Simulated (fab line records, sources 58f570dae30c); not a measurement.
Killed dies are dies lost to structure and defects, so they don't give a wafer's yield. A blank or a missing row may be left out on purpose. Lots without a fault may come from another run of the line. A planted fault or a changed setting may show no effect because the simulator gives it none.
Which tool did it? | flow berkeley_cmos170 | 7 lots, 21 wafers sampled, at 2 steps of a route of 331

WHAT THE GAUGES READ, wafer by wafer
UCB170_CONTACT_CD_MEAS_15: target cd 700 nm.
lot  | measured     | on        | cd_nm (nm)
L660 | day 7 03:15  | cd_sem-02 | 697.6 697.6 698.6
L663 | day 7 14:02  | cd_sem-01 | 700.4 699.7 700.3
L664 | day 8 12:11  | cd_sem-01 | 698.6 698.1 698.2
L668 | day 8 22:44  | cd_sem-02 | 701.0 702.5 701.7
L674 | day 10 20:12 | cd_sem-02 | 697.6 700.0 697.1
L676 | day 11 02:17 | cd_sem-01 | 699.6 698.9 698.5
L682 | day 11 19:28 | cd_sem-01 | 698.3 699.5 699.5

WHICH TOOL RAN EACH LOT (tool, then ch and the chambers of the sampled wafers, then the start)
lot  | UCB170_PVT_STRIP_08
L660 | plasma_asher-01 ch 0,1, day 5 20:26
L663 | plasma_asher-04 ch 0,1, day 6 05:58
L664 | plasma_asher-01 ch 0,1, day 6 22:14
L668 | plasma_asher-04 ch 1, day 7 11:59
L674 | plasma_asher-04 ch 0,1, day 9 03:04
L676 | plasma_asher-01 ch 0,1, day 9 14:28
L682 | plasma_asher-01 ch 0,1, day 10 11:14
- UCB170_PVT_STRIP_08: strips in O2.

THE ANSWER, worked out from the rows above alone
Rule: what is usual is taken from the lots themselves. Put in order of their means at a reading, lots are off if they are a third of the lots or fewer, leave a main group of 4 or more, and stand apart from it by a gap of 3 or more times the standard deviation of the main group's means; of several such gaps the widest counts. A main group whose means are all the same, to the digits that the tables above print for the reading, isn't used. A lot without any number at a reading at which 4 lots or more have one is off too. The other lots that the step has rows for count as sound.
No lot is off at any reading shown: from this, nothing can be told.

WHAT THE SIMULATOR HAD PUT IN
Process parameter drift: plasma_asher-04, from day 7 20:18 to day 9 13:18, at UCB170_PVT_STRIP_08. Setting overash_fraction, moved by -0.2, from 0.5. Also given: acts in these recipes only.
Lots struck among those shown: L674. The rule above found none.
